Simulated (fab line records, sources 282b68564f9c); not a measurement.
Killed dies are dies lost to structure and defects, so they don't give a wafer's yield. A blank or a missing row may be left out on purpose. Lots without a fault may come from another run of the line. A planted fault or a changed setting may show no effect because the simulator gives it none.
Tool commonality check | flow rit_cmos | 14 lots, 42 wafers sampled

WHY IT WAS OPENED
At RIT_M1_OVL_MEAS_10 the reading M1_OVL is flagged on 2 of 14 lots. Wafers without a fault read -0.7 nm, standard deviation 1.6.
Rule: a lot is flagged when every wafer of it that has a number lies more than 4 standard deviations from that mean, or none has a number. The other lots count as sound.

lot  | measured    | on         | M1_OVL (nm), wafer by wafer | flag
L782 | day 3 09:34 | overlay-02 | -1.1 -0.1 0.2               |
L783 | day 3 15:22 | overlay-01 | -0.4 -2.8 0.0               |
L784 | day 3 18:58 | overlay-01 | 0.6 -0.3 0.8                |
L785 | day 4 03:43 | overlay-02 | -0.3 -0.6 0.1               |
L786 | day 4 08:31 | overlay-01 | -2.5 -1.3 0.3               |
L787 | day 4 12:08 | overlay-01 | -1.6 -1.8 -1.8              |
L788 | day 4 18:53 | overlay-02 | -3.2 -2.5 -1.8              |
L791 | day 5 09:50 | overlay-02 | -1.9 -1.4 -3.8              |
L792 | day 5 13:44 | overlay-02 | -0.7 -1.7 -1.1              |
L793 | day 5 16:43 | overlay-02 | -1.8 -2.9 -1.4              |
L795 | day 6 00:56 | overlay-02 | 357.9 358.6 359.3           | FLAGGED
L797 | day 6 12:32 | overlay-02 | 357.2 356.1 358.9           | FLAGGED
L800 | day 7 05:20 | overlay-01 | 1.8 1.3 1.9                 |
L802 | day 7 11:56 | overlay-02 | -1.7 -3.2 -2.5              |
The numbers of the flagged lots are 358.0 nm on average: +358.7 nm against the usual, or +99 or more standard deviations.

WHICH TOOL RAN EACH LOT
The record holds 3 process steps before the reading, out of a route of 202 steps. In each cell: the tool, then ch and the chambers that the sampled wafers went through, then the start.
lot  | flag    | RIT_SDANNEAL_RTA_03             | RIT_SILICIDE_RTA_04             | RIT_M1_EXPOSE_06
L782 |         | rtp_anneal-02 ch 0, day 3 04:16 | rtp_anneal-01 ch 0, day 3 05:09 | iline_stepper-01 ch 0, day 3 09:01
L783 |         | rtp_anneal-01 ch 0, day 3 10:35 | rtp_anneal-02 ch 0, day 3 11:28 | iline_stepper-01 ch 0, day 3 14:49
L784 |         | rtp_anneal-01 ch 0, day 3 14:11 | rtp_anneal-01 ch 0, day 3 15:04 | iline_stepper-01 ch 0, day 3 18:26
L785 |         | rtp_anneal-02 ch 0, day 3 22:52 | rtp_anneal-01 ch 0, day 3 23:44 | iline_stepper-01 ch 0, day 4 03:10
L786 |         | rtp_anneal-01 ch 0, day 4 03:31 | rtp_anneal-02 ch 0, day 4 04:24 | iline_stepper-02 ch 0, day 4 07:58
L787 |         | rtp_anneal-02 ch 0, day 4 07:23 | rtp_anneal-01 ch 0, day 4 08:16 | iline_stepper-02 ch 0, day 4 11:35
L788 |         | rtp_anneal-01 ch 0, day 4 13:55 | rtp_anneal-02 ch 0, day 4 14:47 | iline_stepper-02 ch 0, day 4 18:20
L791 |         | rtp_anneal-02 ch 0, day 5 04:19 | rtp_anneal-01 ch 0, day 5 05:13 | iline_stepper-01 ch 0, day 5 09:18
L792 |         | rtp_anneal-01 ch 0, day 5 08:50 | rtp_anneal-02 ch 0, day 5 09:43 | iline_stepper-01 ch 0, day 5 13:04
L793 |         | rtp_anneal-02 ch 0, day 5 11:39 | rtp_anneal-01 ch 0, day 5 12:32 | iline_stepper-02 ch 0, day 5 16:10
L795 | FLAGGED | rtp_anneal-02 ch 0, day 5 20:01 | rtp_anneal-01 ch 0, day 5 20:53 | iline_stepper-01 ch 0, day 6 00:23
L797 | FLAGGED | rtp_anneal-02 ch 0, day 6 07:32 | rtp_anneal-01 ch 0, day 6 08:25 | iline_stepper-01 ch 0, day 6 12:01
L800 |         | rtp_anneal-01 ch 0, day 7 00:14 | rtp_anneal-02 ch 0, day 7 01:08 | iline_stepper-02 ch 0, day 7 04:47
L802 |         | rtp_anneal-01 ch 0, day 7 07:10 | rtp_anneal-02 ch 0, day 7 08:03 | iline_stepper-02 ch 0, day 7 11:23
What these steps do:
- RIT_SDANNEAL_RTA_03: time 5 s.
- RIT_SILICIDE_RTA_04: time 10 s, ramp up 5 s, ramp down 5 s.
- RIT_M1_EXPOSE_06: exposes mask M12, target cd 2600 nm.
- RIT_M1_OVL_MEAS_10

FLAGGED OVER TOTAL, TOOL BY TOOL (the gauges that took the reading come last)
step                | tool             | lots run | flagged | share of the flagged lots | sound lots run after its first flagged lot
RIT_SDANNEAL_RTA_03 | rtp_anneal-01    | 7        | 0       | none                      | -
RIT_SDANNEAL_RTA_03 | rtp_anneal-02    | 7        | 2       | all                       | 0
RIT_SILICIDE_RTA_04 | rtp_anneal-01    | 8        | 2       | all                       | 0
RIT_SILICIDE_RTA_04 | rtp_anneal-02    | 6        | 0       | none                      | -
RIT_M1_EXPOSE_06    | iline_stepper-01 | 8        | 2       | all                       | 0
RIT_M1_EXPOSE_06    | iline_stepper-02 | 6        | 0       | none                      | -
RIT_M1_OVL_MEAS_10  | overlay-01       | 5        | 0       | none                      | -
RIT_M1_OVL_MEAS_10  | overlay-02       | 9        | 2       | all                       | 1 (L802)

WHAT THE TABLE ALLOWS
4 rows of the table ran every flagged lot: rtp_anneal-02 at RIT_SDANNEAL_RTA_03, rtp_anneal-01 at RIT_SILICIDE_RTA_04, iline_stepper-01 at RIT_M1_EXPOSE_06, overlay-02 at RIT_M1_OVL_MEAS_10.
- rtp_anneal-02 at RIT_SDANNEAL_RTA_03: 2 of its 7 lots flagged. Its last sound lot is L793 (day 5 11:39), its first flagged lot L795 (day 5 20:01): a fault that began between those two fits.
- rtp_anneal-01 at RIT_SILICIDE_RTA_04: 2 of its 8 lots flagged. Its last sound lot is L793 (day 5 12:32), its first flagged lot L795 (day 5 20:53): a fault that began between those two fits.
- iline_stepper-01 at RIT_M1_EXPOSE_06: 2 of its 8 lots flagged. Its last sound lot is L792 (day 5 13:04), its first flagged lot L795 (day 6 00:23): a fault that began between those two fits.
- overlay-02 at RIT_M1_OVL_MEAS_10: 2 of its 9 lots flagged. Sound lots ran on it after the first flagged one (L802), which a lasting fault on the whole tool wouldn't allow.
Counting lots can't tell these 3 tools apart, because each fits a fault that began at some hour. More lots, or a look at what each step does to the wafer, might.

WHAT THE SIMULATOR HAD PUT IN
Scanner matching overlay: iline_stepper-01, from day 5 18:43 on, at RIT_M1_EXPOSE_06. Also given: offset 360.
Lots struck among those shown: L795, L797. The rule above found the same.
